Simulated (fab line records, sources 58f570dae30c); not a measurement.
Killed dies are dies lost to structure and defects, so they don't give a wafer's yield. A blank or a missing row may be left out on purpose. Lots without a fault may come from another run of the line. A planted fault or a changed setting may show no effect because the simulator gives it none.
A struck lot beside a sound one | flow berkeley_cmos170 | 45 steps out of a route of 331
Sound: wafers L264.2, L264.4, L264.5. Struck: wafers L281.1, L281.2, L281.4. The cause comes at the end.
At each step with rows: each side's tool, then ch and its chambers, then its first start. Under that, the readings that differ: sound wafers | struck wafers | difference of the means | sigmas: that difference in standard deviations of wafers without a fault.
alike: readings whose means differ by less than 2 such deviations, and words and numbers that are the same on both sides. not compared: withheld readings, readings that some wafer has no value for, bounds like >300 that may hide the same value, and numbers for which the record gives no deviation and whose values overlap.
The two part at a step that has a row with sigmas, a row that says differs or no value, or rows on one side only. Numbers that don't overlap but have no deviation are shown without sigmas and don't part them. A reading that every wafer of one side lacks parts them only if that side has two wafers or more.

first, 3 steps without rows for these wafers: UCB170_NLDD_EXPOSE_03 (exposes mask NSELECT, target cd 1200 nm); UCB170_NLDD_PEB_04; UCB170_NLDD_DEVELOP_05 (develop time 45 s).
UCB170_NLDD_CD_MEAS_06: target cd 1200 nm.
  sound on cd_sem-01, day 6 16:39; struck on cd_sem-01, day 10 04:43
  alike: cd_nm
UCB170_NLDD_OVL_MEAS_07:
  sound on overlay-02, day 6 16:46; struck on overlay-01, day 10 04:50
  alike: NLDD_OVL
then, 2 steps without rows for these wafers: UCB170_NLDD_IMPLANT_08; UCB170_NLDD_IMPLANT_09.
UCB170_NLDD_STRIP_10: strips in O2.
  sound on plasma_asher-02 ch 0,1, day 6 17:05; struck on plasma_asher-01 ch 0,1, day 10 05:10
  alike: drypump_motor_current_A, o2_flow_sccm, oes_product_au, strip_time_to_endpoint_s
  not compared: rf_hours_counter_h
UCB170_NLDD_TW_MEAS_11:
  sound on film_metro-04, day 6 17:12; struck on film_metro-03, day 10 05:16
  alike: NLDD_TW
then, 1 step without rows for these wafers: UCB170_NLDD_CLEAN_12 (cleans in SPM, time 600 s).
UCB170_SPACER_CVD_00: deposits SiO2 from TEOS/O2, target thk 376 nm, time 47 s.
  sound on pecvd-01 ch 0,1,2, day 6 17:25; struck on pecvd-01 ch 0,2, day 10 05:38
  alike: heater_power_w
UCB170_SPACER_THK_MEAS_01:
  sound on film_metro-01, day 6 17:29; struck on film_metro-01, day 10 05:41
  alike: SPACER_TEOS_THK
UCB170_SPACER_ANNEAL_02: time 1800 s.
  sound on furnace-04 ch 0, day 6 21:00; struck on furnace-02 ch 0, day 10 08:23
  alike: spike_tc_centre_C
then, 7 steps without rows for these wafers: UCB170_SPACER_ETCHBACK_03 (etches SiO2 in CHF3/CF4/Ar, stops on Si, target depth 376 nm, time 100 s); UCB170_PSD_HMDS_00 (prime time 60 s); UCB170_PSD_COAT_01 (resist thk 900 nm); UCB170_PSD_SOFTBAKE_02 (time 60 s); UCB170_PSD_EXPOSE_03 (exposes mask PSELECT MOD, target cd 1200 nm); UCB170_PSD_PEB_04; UCB170_PSD_DEVELOP_05 (develop time 45 s).
UCB170_PSD_CD_MEAS_06: target cd 1200 nm.
  sound on cd_sem-02, day 6 23:37; struck on cd_sem-02, day 10 11:22
  alike: cd_nm
UCB170_PSD_OVL_MEAS_07:
  sound on overlay-02, day 6 23:44; struck on overlay-01, day 10 11:29
  alike: PSD_OVL
then, 1 step without rows for these wafers: UCB170_PSD_IMPLANT_08.
UCB170_PSD_STRIP_09: strips in O2.
  sound on plasma_asher-04 ch 1, day 6 23:55; struck on plasma_asher-03 ch 0,1, day 10 11:41
  alike: drypump_motor_current_A, o2_flow_sccm, oes_product_au, strip_time_to_endpoint_s
  not compared: rf_hours_counter_h
UCB170_PSD_TW_MEAS_10:
  sound on film_metro-02, day 7 00:01; struck on film_metro-04, day 10 11:47
  alike: PSD_TW
then, 7 steps without rows for these wafers: UCB170_PSD_CLEAN_11 (cleans in SPM, time 600 s); UCB170_NSD_HMDS_00 (prime time 60 s); UCB170_NSD_COAT_01 (resist thk 900 nm); UCB170_NSD_SOFTBAKE_02 (time 60 s); UCB170_NSD_EXPOSE_03 (exposes mask NSELECT MOD, target cd 1200 nm); UCB170_NSD_PEB_04; UCB170_NSD_DEVELOP_05 (develop time 45 s).
UCB170_NSD_CD_MEAS_06: target cd 1200 nm.
  sound on cd_sem-02, day 7 01:43; struck on cd_sem-01, day 10 14:23
  alike: cd_nm
UCB170_NSD_OVL_MEAS_07:
  sound on overlay-02, day 7 01:50; struck on overlay-02, day 10 14:31
  alike: NSD_OVL
then, 1 step without rows for these wafers: UCB170_NSD_IMPLANT_08.
UCB170_NSD_STRIP_09: strips in O2.
  sound on plasma_asher-01 ch 0,1, day 7 02:01; struck on plasma_asher-03 ch 0,1, day 10 14:42
  alike: drypump_motor_current_A, o2_flow_sccm, oes_product_au, strip_time_to_endpoint_s
  not compared: rf_hours_counter_h
UCB170_NSD_TW_MEAS_10:
  sound on film_metro-03, day 7 02:07; struck on film_metro-02, day 10 14:48
  reading | sound          | struck         | difference | sigmas
  NSD_TW  | 4161 4151 4178 | 4212 4227 4219 | +56        | +3
then, 4 steps without rows for these wafers: UCB170_NSD_CLEAN_11 (cleans in SPM, time 600 s); UCB170_BACKSIDE_HMDS_00 (prime time 60 s); UCB170_BACKSIDE_COAT_01 (resist thk 900 nm); UCB170_BACKSIDE_SOFTBAKE_02 (time 60 s).
UCB170_BACKSIDE_STRIP_03: strips in O2.
  sound on plasma_asher-02 ch 0, day 7 02:51; struck on plasma_asher-02 ch 0,1, day 10 15:34
  alike: drypump_motor_current_A, o2_flow_sccm, oes_product_au, strip_time_to_endpoint_s
  not compared: rf_hours_counter_h
UCB170_SDANNEAL_RS_MEAS_04: measures by four-point-probe.
  sound on film_metro-04, day 7 03:31; struck on film_metro-04, day 10 16:49
  reading          | sound                | struck               | difference | sigmas
  PLDD_RS (ohm/sq) | 1034.3 1038.5 1036.2 | 1093.4 1091.4 1093.3 | +56.4      | +19
  not compared: hold
UCB170_SDANNEAL_RS_MEAS_05: measures by four-point-probe.
  sound on film_metro-04, day 7 03:38; struck on film_metro-04, day 11 00:07
  reading          | sound             | struck            | difference | sigmas
  NLDD_RS (ohm/sq) | 619.4 616.2 619.4 | 622.8 622.9 623.2 | +4.6       | +3
  not compared: hold
UCB170_M3_PROBE_99:
  the record has rows for the struck wafers here (prober-01, day 12 00:47) and none for the sound ones

WHERE THEY PART
First at UCB170_NSD_TW_MEAS_10; last, within this record, at UCB170_M3_PROBE_99.

WHY: what the simulator had put in
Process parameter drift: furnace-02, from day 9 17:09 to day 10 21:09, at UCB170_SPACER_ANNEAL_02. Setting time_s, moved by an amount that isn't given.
